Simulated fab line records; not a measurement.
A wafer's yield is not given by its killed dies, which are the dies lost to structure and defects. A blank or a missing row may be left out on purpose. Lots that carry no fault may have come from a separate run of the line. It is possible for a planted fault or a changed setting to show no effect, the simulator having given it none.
Code-filled problem report in 8D (eight disciplines) form | flow berkeleyCmos170 | the parts of the form that need people (team, actions taken, sign-off) are left out

1. WHAT IS WRONG
M1_AL_THK at UCB170_M1_THK_MEAS_02 reads a mean of 637 nm on 1 wafer of 1 lot; wafers without a fault read 604 nm with a standard deviation of 8.1. Measured from the usual mean, that is +4.1 standard deviations.
The step: measures by xrf.
First observed at day 11 13:38: wafer L937.4, on filmMetro-03. The record holds 39 wafers of 13 lots with a number at this step. The rule behind "out" and "out of limits": a value lying over 4 standard deviations away from the usual mean. All remaining wafers that have a number are taken as sound.

2. WHAT IT IS; WHAT IT IS NOT
question                    | is                | is not
which readings at this step | M1_AL_THK         | -
which lots                  | L937              | L919, L920, L924, L925, L928, L929, L931, L934, L935, L940, L941, L942
which wafers of those lots  | L937.4            | L937.1, L937.5
read on which gauges        | filmMetro-03      | filmMetro-02, filmMetro-04
when                        | from day 11 13:38 | up to then (29 sound wafers); but 9 sound wafers of L940, L941, L942 came after

3. THE SUSPECTS, EACH WITH WHAT RULES IT OUT
Counting: if a tool at a process step up to the reading ran every lot that is out, it stays a suspect. Sound lots after the first of them don't rule it out here, since some wafers of a struck lot are sound.
- the gauge at UCB170_M1_THK_MEAS_02: ruled out. All the wafers that are out were read on filmMetro-03, but those of them that UCB170_M1_SPUTTER_00 has rows for are out there too, on other tools.
- plasmaAsher-03 at UCB170_ACTIVE_STRIP_16 (strips in O2): kept. It processed L937, the lot that is out, at day 8 12:40, and its most recent sound lot before then was L935 at day 8 09:01.
- pvdSputter-02 at UCB170_M1_SPUTTER_00 (material Al, target thk 600 nm, time 80 s): kept. It processed L937, the lot that is out, at day 11 13:28, and its most recent sound lot before then was L928 at day 9 20:00. Its own cathodeDcPowerW readings are out on those wafers.
Left after counting: plasmaAsher-03 at UCB170_ACTIVE_STRIP_16, pvdSputter-02 at UCB170_M1_SPUTTER_00.

4. THE CAUSE (what the simulator had put in)
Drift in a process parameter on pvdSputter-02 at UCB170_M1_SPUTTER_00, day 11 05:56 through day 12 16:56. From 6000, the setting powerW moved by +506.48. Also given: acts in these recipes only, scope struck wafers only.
Counting leaves 2 suspects; this tool is one of them.

5. THE CHAIN OF EFFECTS, in route order
Each row: a reading where the mean over the struck wafers with a number is more than 3 standard deviations away from the usual. Only readings whose record carries a usual standard deviation are examined. hours: median over the lots of the time between each lot's start at the first step of this table that gives one and its start at this step. sigmas: the change, counted in usual standard deviations.
hours | step                  | reading         | usual         | on struck wafers | change  | sigmas
0     | UCB170_M1_SPUTTER_00  | cathodeDcPowerW | 6000.0 W      | 6508.9           | +508.9  | +99 or more
0     | UCB170_M1_RS_MEAS_01  | M1_AL_RS        | 0.0483 ohm/sq | 0.0459           | -0.0024 | -3.7
0     | UCB170_M1_THK_MEAS_02 | M1_AL_THK       | 604 nm        | 637              | +33     | +4.1
Here are the process steps it includes:
- UCB170_M1_SPUTTER_00: material Al, target thk 600 nm, time 80 s.

6. HOW IT WOULD HAVE BEEN CAUGHT EARLIER
8 hours passed between the start of the fault at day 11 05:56 and the first reading out of limits at a measuring or inspecting step in this record, taken at day 11 13:38.
The tool's own readings at UCB170_M1_SPUTTER_00 were out on every struck wafer that the step has a row for (cathodeDcPowerW): an alarm limit on them would have fired on the first of those.
Each of the lots that are out, 1 in all, had begun UCB170_M1_SPUTTER_00 on pvdSputter-02 no later than day 11 13:38. A hold on the tool at that time would have spared none of them.
